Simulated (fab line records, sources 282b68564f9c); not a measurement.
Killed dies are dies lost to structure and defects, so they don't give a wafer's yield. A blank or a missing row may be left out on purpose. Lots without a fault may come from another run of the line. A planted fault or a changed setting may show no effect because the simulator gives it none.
fab line records | flow rit_cmos
record lots=7 wafers=21 last_day=7
route steps=202 shown ACTIVE@8 FOX1@20
lots that met no fault: from a run of the same line without faults
start_h: hours from the record's first day to the start of the lot's first wafer shown | wait_h: hours since the lot's step before | " the same as in the row above | L1.1+2: a row that stands for several wafers | - no value, or no start given | * or withheld: withheld | < > ~ a bound
route shown NAME@n: a module of which the file shows steps, and the number in the route of the first | usual: mean/standard deviation of fault-free wafers | same: alike in all rows | chamber/n: place in a boat | sites: the reading at each site | _std_site: their standard deviation | _edge_site: outer sites' mean less inner sites' | radius_mm: how far each site lies from the wafer's centre | mask NAME#n: copy n | behind: the tool/chamber that last shaped the wafer | hold: why the lot was held/for how many hours/how that ended | device: the transistor (n, p or np) that didn't switch | end of line: the same wafers' tests at the end of the route | a step without rows: its recipe alone | killed: dies lost to structure and defects at the first sort, not the wafer's yield | map: a wafer's dies, x killed, . not, _ none there
set.NAME: the setting as run; set.NAME@STEP: as run at that earlier step | model.NAME: the simulator's own value behind a step, which no gauge read
lots at some steps of the route; a table a step, a row a wafer
services: from which hour (start_h, from the record's first day; less than 0 if before it) a tool's chamber was out of use, for how many hours, and why
## steps
# step RIT_ACTIVE_SOFTBAKE_07
# recipe resist=NOVOLAK temp_c=90 time_s=60
# step RIT_ACTIVE_EXPOSE_08
# recipe mask_id=M1 na=0.6 source_shape=conventional sigma_outer=0.6 target_cd_nm=1400 dose_mj=225
# step RIT_ACTIVE_PEB_09
# recipe resist=NOVOLAK temp_c=withheld time_s=withheld
# step RIT_ACTIVE_DEVELOP_10
# recipe resist=NOVOLAK develop_time_s=51 dev_temp_c=23
# step RIT_ACTIVE_CD_MEAS_11
# recipe target_cd_nm=1400
# usual cd_nm=1399.5/2.4
# columns lot.wafer tool chamber start_h wait_h cd_nm
L786.1 cd_sem-01 - 20.33 - 1396.7
L786.2 " - " " 1397.4
L786.5 " - " " 1399.7
L794.1 cd_sem-02 - 60.69 - 1400.1
L794.3 " - " " 1401.4
L794.4 " - " " 1400.1
L795.1 cd_sem-01 - 64.56 - 1398.2
L795.2 " - " " 1399.5
L795.5 " - " " 1399.4
L796.2 cd_sem-02 - 70.19 - 1398.0
L796.3 " - " " 1398.2
L796.5 " - " " 1399.5
L797.3 cd_sem-01 - 74.60 - 1397.7
L797.5 " - " " 1399.7
L797.6 " - " " 1398.7
L805.1 cd_sem-02 - 114.44 - 1399.9
L805.2 " - " " 1399.4
L805.3 " - " " 1400.0
L806.3 cd_sem-01 - 119.48 - 1399.0
L806.4 " - " " 1399.7
L806.6 " - " " 1399.2
# step RIT_ACTIVE_HARDBAKE_12
# recipe resist=NOVOLAK temp_c=140 time_s=60
# step RIT_ACTIVE_ETCH_13
# recipe stop_on=SiO2 chemistry=SF6 target=Si3N4 time_s=210 over_etch_frac=0.4 SF6_flow_sccm=200 pressure_mtorr=260 rf_w=125 target_depth_a=2100
# usual drypump_motor_current_A=5.9/0.62 oes_product_au=0.819/0.01 throttle_valve_pct=7.47/0.11
# columns lot.wafer tool chamber start_h wait_h drypump_motor_current_A oes_product_au rf_hours_counter_h throttle_valve_pct
L786.1 rie_diel-01 1 20.60 0.1 6.3 0.813 70 7.43
L786.2 " 0 " " 6.4 0.819 5 7.35
L786.5 " 1 " " 6.3 0.816 - 7.42
L794.1 rie_diel-03 1 60.96 0.1 5.3 0.806 68 7.55
L794.3 " 2 " " 5.6 0.826 119 7.50
L794.4 " 0 " " 5.5 0.828 66 7.46
L795.1 rie_diel-03 0 64.83 0.1 5.5 0.834 66 7.46
L795.2 " 1 " " 5.3 0.802 68 7.57
L795.5 " 1 " " 5.3 0.799 - 7.57
L796.2 rie_diel-01 1 70.44 0.1 6.3 0.810 71 7.42
L796.3 " 3 " " 4.8 0.803 80 7.31
L796.5 " 0 " " 6.4 0.824 - 7.35
L797.3 rie_diel-03 3 74.83 0.1 6.5 0.824 108 7.38
L797.5 " 1 " " 5.3 0.804 - 7.56
L797.6 " 0 " " 5.6 0.830 - 7.48
L805.1 rie_diel-03 1 114.71 0.1 5.2 0.792 69 7.57
L805.2 " 2 " " 5.6 0.819 119 7.50
L805.3 " 3 " " 6.5 0.813 109 7.38
L806.3 rie_diel-04 0 119.71 0.1 6.5 0.835 109 7.56
L806.4 " 1 " " 6.5 0.835 99 7.62
L806.6 " 0 " " 6.5 0.825 - 7.55
# step RIT_ACTIVE_STRIP_14
# recipe chemistry=O2 time_s=180 resist=NOVOLAK platen_temp_c=withheld power_w=500 pressure_mtorr=4000 o2_flow_sccm=4000
# usual drypump_motor_current_A=5.5/0.34 o2_flow_sccm=4000/12
# columns lot.wafer tool chamber start_h wait_h drypump_motor_current_A o2_flow_sccm rf_hours_counter_h
L786.1 plasma_asher-03 0 20.73 0.1 5.0 3990 37
L786.2 " 1 " " 5.8 3994 37
L786.5 " 0 " " 5.0 3985 -
L794.1 plasma_asher-03 0 61.09 0.1 5.0 3986 42
L794.3 " 0 " " 5.0 4006 -
L794.4 " 1 " " 5.8 3998 -
L795.1 plasma_asher-03 0 64.97 0.1 5.0 4006 42
L795.2 " 1 " " 5.8 3996 42
L795.5 " 0 " " 5.0 3987 -
L796.2 plasma_asher-02 1 70.57 0.1 5.8 3996 42
L796.3 " 1 " " 5.8 4006 -
L796.5 " 1 " " 5.8 3987 -
L797.3 plasma_asher-03 0 75.03 0.1 5.0 3996 -
L797.5 " 1 " " 5.8 3989 -
L797.6 " 0 " " 5.0 4017 -
L805.1 plasma_asher-03 0 114.84 0.1 5.0 3988 48
L805.2 " 1 " " 5.8 4012 48
L805.3 " 1 " " 5.8 4003 -
L806.3 plasma_asher-03 0 119.90 0.1 5.0 4009 -
L806.4 " 1 " " 5.8 3968 -
L806.6 " 1 " " 5.8 3979 -
# step RIT_ACTIVE_CD_MEAS_90
# recipe target_cd_nm=1400
# usual cd_nm=1399.5/2.4
# columns lot.wafer tool chamber start_h wait_h cd_nm
L786.1 cd_sem-01 - 20.91 0.1 1397.4
L786.2 " - " " 1397.9
L786.5 " - " " 1399.8
L794.1 cd_sem-01 - 61.27 0.1 1399.6
L794.3 " - " " 1401.1
L794.4 " - " " 1399.5
L795.1 cd_sem-01 - 65.14 0.1 1397.8
L795.2 " - " " 1399.2
L795.5 " - " " 1399.1
L796.2 cd_sem-01 - 70.77 0.1 1397.8
L796.3 " - " " 1398.7
L796.5 " - " " 1400.3
L797.3 cd_sem-02 - 75.18 0.1 1397.9
L797.5 " - " " 1399.9
L797.6 " - " " 1398.6
L805.1 cd_sem-01 - 115.02 0.1 1399.9
L805.2 " - " " 1399.0
L805.3 " - " " 1399.7
L806.3 cd_sem-01 - 120.06 0.1 1399.2
L806.4 " - " " 1399.9
L806.6 " - " " 1399.4
# step RIT_ACTIVE_CLEAN_15
# recipe chemistry=SC1 mix=3:3:50 time_s=600 temp_c=75
# step RIT_ACTIVE_CLEAN_16
# recipe chemistry=dHF dilution=50:1 time_s=30
# step RIT_ACTIVE_CLEAN_17
# recipe chemistry=SC2 mix=3:3:50 time_s=600 temp_c=75 dry=n2_spin
# step RIT_FOX1_OXIDATION_00
# recipe temp_c=1100 ambient=H2O target_thk_a=3507 p_h2o_torr=720 ox_time_s=1130
# usual ox_temp_c=1100.0/0.42 ox_temp_c_max=1105.5/1.1 zone_power_centre_pct=51/8.4 zone_power_load_pct=42.6/1.7
# columns lot.wafer tool chamber start_h wait_h ox_temp_c ox_temp_c_max zone_power_centre_pct zone_power_load_pct model.Si3N4_of_ACTIVE_CVD_03.thk_nm
L786.1 furnace-03 0 21.40 0.0 1100.3 1105.9 50 41.1 141.9
L786.2 " 0 " " 1100.2 1106.3 50 40.5 142.5
L786.5 " 0 " " 1100.3 1105.0 50 40.3 143.2
L794.1 furnace-03 0 62.05 0.3 1099.9 1105.5 50 40.7 144.6
L794.3 " 0 " " 1100.4 1104.4 50 41.1 143.9
L794.4 " 0 " " 1100.3 1106.0 50 40.9 145
L795.1 furnace-02 - 65.63 0.0 - - - - 150.8
L795.2 " - " " - - - - 152
L795.5 " - " " - - - - 151.6
L796.2 furnace-03 - 71.24 0.0 - - - - 147.5
L796.3 " - " " - - - - 146.8
L796.5 " - " " - - - - 147.6
L797.3 furnace-01 - 75.63 0.0 - - - - 149.9
L797.5 " - " " - - - - 150.8
L797.6 " - " " - - - - 151.1
L805.1 furnace-01 0 115.68 0.1 1099.7 1103.2 64 44.5 142.2
L805.2 " 0 " " 1099.3 1104.4 64 46.0 143.1
L805.3 " 0 " " 1099.4 1104.3 65 45.9 142
L806.3 furnace-01 0 122.11 1.6 1100.1 1105.0 63 45.1 143.4
L806.4 " 0 " " 1099.7 1104.7 63 45.6 143.1
L806.6 " 0 " " 1100.3 1104.4 64 45.6 142.1
# step RIT_FOX1_WET_ETCH_02
# recipe chemistry=BOE target_depth_nm=350 time_s=390 temp_c=21.5 dry=n2_spin dilution=10:1 target=SiO2
# usual temp_c=21.51/0.11
# columns lot.wafer tool chamber start_h wait_h temp_c model.Si3N4_of_ACTIVE_CVD_03.thk_nm
L786.1 wet_bench-01 3 22.77 0.1 21.42 137.1
L786.2 " 3 " " 21.52 137.7
L786.5 " 3 " " 21.73 138.5
L794.1 wet_bench-01 0 63.43 0.1 21.60 139.9
L794.3 " 0 " " 21.69 139.3
L794.4 " 0 " " 21.61 140.3
L795.1 wet_bench-03 2 67.01 0.1 21.42 145.9
L795.2 " 2 " " 21.60 147.2
L795.5 " 2 " " 21.38 146.7
L796.2 wet_bench-01 3 72.61 0.0 21.60 142.8
L796.3 " 3 " " 21.42 142.1
L796.5 " 3 " " 21.36 142.9
L797.3 wet_bench-03 1 77.01 0.0 21.44 145.2
L797.5 " 1 " " 21.58 146
L797.6 " 1 " " 21.52 146.3
L805.1 wet_bench-03 2 117.05 0.1 21.53 137.5
L805.2 " 2 " " 21.62 138.4
L805.3 " 2 " " 21.64 137.2
L806.3 wet_bench-02 3 123.48 0.0 21.53 138.7
L806.4 " 3 " " 21.48 138.5
L806.6 " 3 " " 21.42 137.5
## services
# columns tool chamber start_h hours kind
rie_diel-01 - -2.55 14.6 pm
furnace-03 - 4.21 7.0 pm
rie_diel-04 3 6.10 3.4 repair
rie_diel-01 2 12.85 1.7 repair
furnace-02 - 13.54 3.9 pm
rie_diel-04 0 24.03 4.2 repair
plasma_asher-02 - 30.99 2.8 pm
rie_diel-03 0 38.68 1.7 repair
furnace-01 - 52.12 4.1 pm
wet_bench-03 - 72.83 1.5 repair
rie_diel-04 1 74.75 5.0 repair
furnace-03 - 87.68 3.7 pm
wet_bench-03 - 88.86 2.9 repair
furnace-02 - 118.48 7.9 pm
## key
first_sign step=RIT_FOX1_OXIDATION_00 reading=tool_record direction=missing
effect none on later readings
model_effect step=RIT_FOX1_OXIDATION_00 value=Si3N4_of_ACTIVE_CVD_03.thk_nm without=143.2 struck=149.8
model_effect step=RIT_FOX1_WET_ETCH_02 value=Si3N4_of_ACTIVE_CVD_03.thk_nm without=138.4 struck=145
met_at RIT_FOX1_OXIDATION_00
struck_wafers L795.1,L795.2,L795.5,L796.2,L796.3,L796.5,L797.3,L797.5,L797.6
later_rows_left_out L795.1,L795.2,L795.5,L796.2,L796.3,L796.5,L797.3,L797.5,L797.6
sort_left_out L795.1,L795.2,L795.5,L796.2,L796.3,L796.5,L797.3,L797.5,L797.6
tester_left_out L795,L796,L797
onset_between 62.05 65.63
fault kind=skipped_step_whole tool=furnace-01,furnace-02,furnace-03 chamber=- onset_h=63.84 steps=RIT_FOX1_OXIDATION_00 scope=struck_lots_only
# tester_left_out: of these lots the tester's yield and bins aren't shown, on N5 and GAA mostly nor the transistor test; their killed dies are dies lost to structure and defects alone, not to doping, threshold or leakage, so they don't give the yield
# sort_left_out: the simulated sort isn't trusted on such a fault, so these wafers' sort isn't shown, and their yield isn't known
# later_rows_left_out: the simulator's readings of these wafers behind a module that went badly wrong aren't trusted and aren't shown, but for the sort
